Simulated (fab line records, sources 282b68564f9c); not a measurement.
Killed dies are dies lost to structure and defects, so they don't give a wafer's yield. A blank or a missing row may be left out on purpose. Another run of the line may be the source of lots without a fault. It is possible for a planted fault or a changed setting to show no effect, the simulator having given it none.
A struck lot beside a sound one    flow rit_cmos    44 steps out of a route of 202
Sound: these wafers, L459.1, L459.2, L459.4. Wafers struck: L464.1, L464.2, L464.5. The cause is named last.
Per side, at each step with rows, come the tool, then ch with its chambers, and then its first start. Under that, the readings that differ: sound wafers    struck wafers    difference of the means    sigmas: that difference in standard deviations of wafers without a fault.
alike: readings with means less than 2 such deviations apart, plus words and numbers identical on both sides. not compared: withheld readings, readings lacking a value on some wafer, bounds such as >300 that could conceal the same value, and numbers that have no deviation in the record and whose values overlap.
The two part at a step that has a row with sigmas, a row that says differs or no value, or rows on one side only. Numbers that don't overlap but have no deviation are shown without sigmas and don't part them. Lack of a reading on every wafer of one side parts them only where that side has two or more wafers.

first, 1 step without rows for these wafers: RIT_PRETRO_IMPLANT_08.
RIT_PRETRO_STRIP_09: strips in O2, time 180 s.
  sound on plasma_asher-01 ch 0,1, day 2 23:13; struck on plasma_asher-02 ch 0,1, day 3 20:18
  alike: drypump_motor_current_A, rf_refl_power_W
  not compared: rf_hours_counter_h
RIT_PRETRO_TW_MEAS_10:
  sound on film_metro-02 at day 2 23:23; struck on film_metro-02 at day 3 20:28
  alike: PRETRO_TW
then, 5 steps without rows for these wafers: RIT_GATE_WET_ETCH_00 (etches SiO2 in BOE, target depth 56 nm, time 60 s); RIT_GATE_CLEAN_01 (cleans in SC1, time 600 s); RIT_GATE_CLEAN_02 (cleans in dHF, time 30 s); RIT_GATE_CLEAN_03 (cleans in SC2, time 600 s); RIT_GATE_CLEAN_04 (cleans in dHF, time 60 s).
RIT_FOX2_THK_MEAS_91:
  sound on film_metro-03 at day 2 23:52; struck on film_metro-01 at day 3 21:10
  alike: FIELD_OXIDE_LEFT_2_THK
then, 2 steps without rows for these wafers: RIT_GATE_OXIDATION_05 (target thk 3 nm, ox time 270 s); RIT_GATE_ANNEAL_06 (time 600 s).
RIT_GATE_THK_MEAS_07:
  sound on film_metro-01 at day 3 02:20; struck on film_metro-01 at day 4 01:20
  alike: GATE_OXIDE_THK
RIT_GATE_CVD_08: deposits poly-Si from SiH4, target thk 250 nm, time 2220 s.
  sound on lpcvd-02 ch 1, day 3 02:23; struck on lpcvd-02 ch 1, day 4 02:18
reading                                   sound              struck             difference  sigmas
spike_tc_centre_C (C)                     611.1 609.9 611.3  601.8 599.5 601.8  -9.7        -6
spike_tc_load_C (C)                       631.3 632.0 634.1  623.7 623.8 622.3  -9.2        -6
spike_tc_source_C (C)                     635.5 636.1 635.9  624.9 623.6 628.0  -10.3       -5
model.poly-Si_of_GATE_CVD_08.thk_nm (nm)  246.6 249.7 248.4  190.2 194.9 191.8  -55.9       
  alike: zone_power_centre_pct
RIT_GATE_THK_MEAS_09:
  sound on film_metro-01 at day 3 04:00; struck on film_metro-01 at day 4 04:43
reading             sound              struck             difference  sigmas
GATE_POLY_THK (nm)  246.7 249.8 248.3  190.4 194.8 191.9  -55.9       -24
then, 6 steps without rows for these wafers: RIT_GATE_HMDS_10 (prime time 60 s); RIT_GATE_COAT_11 (resist thk 850 nm); RIT_GATE_SOFTBAKE_12 (time 60 s); RIT_GATE_EXPOSE_13 (exposes mask M6, target cd 150 nm); RIT_GATE_PEB_14; RIT_GATE_DEVELOP_15 (develop time 50 s).
RIT_GATE_CD_MEAS_16 targets a cd of 150 nm.
  sound on cd_sem-01 at day 3 05:02; struck on cd_sem-01 at day 4 05:38
  alike: cd_nm
RIT_GATE_OVL_MEAS_17:
  sound on overlay-01 at day 3 05:10; struck on overlay-01 at day 4 05:45
  alike: GATE_OVL
then, 1 step without rows for these wafers: RIT_GATE_HARDBAKE_18 (time 60 s).
RIT_GATE_ETCH_19: etches poly-Si in SF6/CHF3/O2, stops on SiO2, time 165 s, target depth 312.5 nm.
  sound on rie_si-02 ch 0,1,3, day 3 05:26; struck on rie_si-02 ch 1,3, day 4 05:56
reading                           sound              struck             difference  sigmas
oes_product_au (a.u.)             0.812 0.829 0.863  0.687 0.731 0.724  -0.121      -8
model.GATE.feature_depth_nm (nm)  246.6 249.7 248.4  190.2 194.9 191.8  -55.9       
model.etch.depth_nm (nm)          246.6 249.7 248.4  190.2 194.9 191.8  -55.9       
  alike: drypump_motor_current_A, throttle_valve_pct
  not compared: rf_hours_counter_h
RIT_GATE_STRIP_20: strips in O2, time 180 s.
  sound on plasma_asher-03 ch 0,1, day 3 05:32; struck on plasma_asher-02 ch 0,1, day 4 06:03
  alike: drypump_motor_current_A, rf_refl_power_W
  not compared: rf_hours_counter_h
RIT_GATE_CD_MEAS_90 targets a cd of 150 nm.
  sound on cd_sem-01 at day 3 05:43; struck on cd_sem-01 at day 4 06:13
  alike: cd_nm
then, 4 steps without rows for these wafers: RIT_REOX_CLEAN_00 (cleans in SC1, time 600 s); RIT_REOX_CLEAN_01 (cleans in dHF, time 30 s); RIT_REOX_CLEAN_02 (cleans in SC2, time 600 s); RIT_REOX_OXIDATION_03 (target thk 25.2 nm, ox time 5580 s).
RIT_REOX_THK_MEAS_04:
  sound on film_metro-02 at day 3 09:32; struck on film_metro-03 at day 4 10:11
  alike: REOX_OXIDE_THK
then, 6 steps without rows for these wafers: RIT_NLDD_HMDS_00 (prime time 60 s); RIT_NLDD_COAT_01 (resist thk 1000 nm); RIT_NLDD_SOFTBAKE_02 (time 60 s); RIT_NLDD_EXPOSE_03 (exposes mask M7, target cd 40700 nm); RIT_NLDD_PEB_04; RIT_NLDD_DEVELOP_05 (develop time 50 s).
RIT_NLDD_OVL_MEAS_06:
  sound on overlay-02 at day 3 10:34; struck on overlay-01 at day 4 11:18
  alike: NLDD_OVL
then, 2 steps without rows for these wafers: RIT_NLDD_HARDBAKE_07 (time 60 s); RIT_NLDD_IMPLANT_08.
RIT_NLDD_STRIP_09: strips in O2, time 180 s.
  sound on plasma_asher-01 ch 0,1, day 3 10:55; struck on plasma_asher-01 ch 0,1, day 4 11:38
  alike: drypump_motor_current_A, rf_refl_power_W
  not compared: rf_hours_counter_h
RIT_NLDD_TW_MEAS_10:
  sound on film_metro-03 at day 3 11:05; struck on film_metro-03 at day 4 11:49
  alike: NLDD_TW
RIT_SDANNEAL_CLEAN_02: cleans in SC2, time 600 s.
  sound on wet_bench-01 ch 3, day 3 18:22; struck on wet_bench-04 ch 1, day 4 19:02
reading                                   sound              struck          difference  sigmas
bath_guard_temp_C (C)                     74.7 74.7 74.6     75.3 75.6 75.4  +0.8        +2
model.poly-Si_of_GATE_CVD_08.thk_nm (nm)  159.3 165.4 163.3  101 105.4 102   -60         
RIT_M1_PROBE_99:
  sound on prober-01 at day 4 02:08; struck on prober-01 at day 5 02:40
  no value came back on the struck wafers for any of 8 readings (model.etest.pmos_turned.r_on_ohm_um, model.etest.nmos_0p3.r_on_ohm_um and others); on the sound wafers model.etest.pmos_turned.r_on_ohm_um reads 3495 3376 3431
  alike: killed_at_contacts, killed_at_front_end, killed_dies, killed_open, killed_short

WHERE THEY PART
At RIT_GATE_CVD_08 first; at RIT_M1_PROBE_99 last (within this record only).

WHY: what had been put in by the simulator
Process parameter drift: lpcvd-02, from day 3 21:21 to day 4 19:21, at RIT_GATE_CVD_08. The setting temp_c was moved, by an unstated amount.
